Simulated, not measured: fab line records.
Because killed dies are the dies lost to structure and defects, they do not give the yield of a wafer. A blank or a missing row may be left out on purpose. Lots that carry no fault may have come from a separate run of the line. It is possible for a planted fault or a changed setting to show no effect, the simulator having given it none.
Struck lot and sound lot, side by side / flow berkeley_cmos170 / 16 out of 331 route steps
Sound: these wafers, L903.1, L903.5, L903.6. The struck wafers were L920.1, L920.2, L920.3. At the end, the cause is stated.
Each step with rows lists, per side, the tool, then ch with its chambers, then its first start. Under that, the readings that differ: sound wafers / struck wafers / difference of the means / sigmas: that difference in standard deviations of wafers without a fault.
alike: readings whose means differ by less than 2 such deviations, and words and numbers that are the same on both sides. not compared: withheld readings, readings that some wafer has no value for, bounds like >300 that may hide the same value, and numbers for which the record gives no deviation and whose values overlap.
The two part at a step that has a row with sigmas, a row that says differs or no value, or rows on one side only. Numbers that have no deviation but don't overlap get no sigmas and don't part them. A reading missing from all wafers of one side parts the sides only when that side holds two or more wafers.

first, 2 steps without rows for these wafers: UCB170_M2_COAT_05 (resist thk 900 nm); UCB170_M2_SOFTBAKE_06 (time 60 s).
UCB170_M2_STRIP_07: strips in O2.
  sound on plasma_asher-02 ch 0,1, day 8 10:48; struck on plasma_asher-03 ch 0,1, day 12 00:19
reading=strip_time_to_endpoint_s (s); sound=21.94 21.85 21.86; struck=22.02 22.01 22.02; difference=+0.13; sigmas=+2
  alike: drypump_motor_current_A, oes_product_au
  not compared: rf_hours_counter_h
then, 7 steps without rows for these wafers: UCB170_M2_STRIP_08 (strips KrF in DMSO, time 600 s); UCB170_M2_COAT_09; UCB170_M2_COAT_10 (resist thk 900 nm); UCB170_M2_SOFTBAKE_11 (time 60 s); UCB170_M2_EXPOSE_12 (exposes mask METAL2, target cd 700 nm); UCB170_M2_PEB_13; UCB170_M2_DEVELOP_14 (develop time 45 s).
UCB170_M2_CD_MEAS_15 targets a cd of 700 nm.
  sound on cd_sem-01, day 8 12:02; struck on cd_sem-02, day 12 05:29
  alike: cd_nm
UCB170_M2_OVL_MEAS_16:
  sound on overlay-02, day 8 12:10; struck on overlay-02, day 12 05:37
  alike: M2_OVL
UCB170_M2_ETCH_17: etches BARC in N2/H2.
  sound on rie_diel-02 ch 0,3, day 8 12:11; struck on rie_diel-01 ch 1,2,3, day 12 05:39
  no value came back on the struck wafers for any of 6 readings (bias_w (W), chamber_pressure_mTorr (mTorr) and others); on the sound wafers bias_w (W) reads 100.2 100.2 100.1
UCB170_M2_METAL_ETCH_18: etches Al in Cl2/BCl3, stops on SiO2, target depth 1170 nm, time 195 s.
  sound on rie_metal-02 ch 1, day 8 12:14; struck on rie_metal-02 ch 0,1, day 12 05:41
reading=oes_product_au (a.u.); sound=0.858 0.873 0.869; struck=0.374 0.385 0.374; difference=-0.489; sigmas=-33
reading=throttle_valve_pct (%); sound=24.32 24.31 24.29; struck=24.54 24.77 24.77; difference=+0.39; sigmas=+2
  alike: bcl3_flow_sccm, bias_w, drypump_motor_current_A, rf_fwd_power_W
  not compared: rf_hours_counter_h
UCB170_M2_STRIP_19: strips in O2.
  sound on plasma_asher-04 ch 0,1, day 8 12:37; struck on plasma_asher-02 ch 0,1, day 12 05:53
  alike: drypump_motor_current_A, oes_product_au
  not compared: rf_hours_counter_h
UCB170_M2_CD_MEAS_90 targets a cd of 700 nm.
  sound on cd_sem-02, day 8 12:43; struck on cd_sem-02, day 12 06:05
reading=cd_nm (nm); sound=699.4 703.0 701.0; struck=- - -; difference=no value on the struck wafers; sigmas=

== WHERE THEY PART ==
Last at UCB170_M2_CD_MEAS_90 as far as this record goes, first at UCB170_M2_STRIP_07.

WHY: whatever the simulator had introduced
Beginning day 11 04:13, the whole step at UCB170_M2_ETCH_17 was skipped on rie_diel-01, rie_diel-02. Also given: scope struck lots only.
